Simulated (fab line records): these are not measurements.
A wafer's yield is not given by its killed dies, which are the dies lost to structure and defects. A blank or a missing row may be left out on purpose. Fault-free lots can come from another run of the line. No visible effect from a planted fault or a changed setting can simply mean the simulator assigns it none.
What tool caused it? -- flow rit-cmos -- 21 wafers from 7 lots sampled at 2 of the route's 202 steps

WHAT THE GAUGES READ, wafer by wafer
RIT_NRETRO_OVL_MEAS_06.
lot,measured,on,NRETRO_OVL (nm)
L555,day 3 14:48,overlay-02,-1.8 -1.5 -1.6
L557,day 3 22:56,overlay-01,-1.5 -0.8 -3.0
L560,day 4 09:53,overlay-01,-3.8 -2.2 -3.7
L564,day 5 05:04,overlay-01,420.1 418.2 418.4
L566,day 5 17:39,overlay-02,-2.0 0.8 0.7
L570,day 6 12:47,overlay-02,-0.5 0.5 -0.8
L572,day 6 21:07,overlay-02,-2.4 -2.4 -1.1

WHICH TOOL RAN EACH LOT (tool, then ch and the chambers of the sampled wafers, then the start)
lot,RIT_NRETRO_EXPOSE_03
L555,"iline-stepper-01 ch 0, day 3 14:23"
L557,"iline-stepper-01 ch 0, day 3 22:27"
L560,"iline-stepper-01 ch 0, day 4 09:28"
L564,"iline-stepper-02 ch 0, day 5 04:40"
L566,"iline-stepper-01 ch 0, day 5 17:16"
L570,"iline-stepper-01 ch 0, day 6 12:22"
L572,"iline-stepper-01 ch 0, day 6 20:44"
- RIT_NRETRO_EXPOSE_03: exposes mask M4, target cd 43900 nm.

THE ANSWER, worked out from the rows above alone
Rule: what is usual is taken from the lots themselves. The widest of any qualifying gaps counts: lots, ordered by their means at a reading, are off when they make up no more than a third of the lots, leave a main group of 4 or more, and stand apart from it by 3 or more times the standard deviation of that group's means. Not used: any main group whose means are identical at the precision the tables above print for the reading. Also off: a lot with no number at a reading for which 4 or more lots have one. Where the step has rows for the other lots, those lots are counted as sound.
Off: L564, seen at RIT_NRETRO_OVL_MEAS_06 (NRETRO_OVL). Mean -1.5 nm and standard deviation 1 in the main group.
If a tool, at a process step before that reading, ran all the lots that are off and no sound lot after the first of them, it fits. Those tools and the gauges at RIT_NRETRO_OVL_MEAS_06 are tried in the same way. Can't be told from this: 2 tools fit, iline-stepper-02 at RIT_NRETRO_EXPOSE_03, overlay-01 at RIT_NRETRO_OVL_MEAS_06.

WHAT THE SIMULATOR PUT IN
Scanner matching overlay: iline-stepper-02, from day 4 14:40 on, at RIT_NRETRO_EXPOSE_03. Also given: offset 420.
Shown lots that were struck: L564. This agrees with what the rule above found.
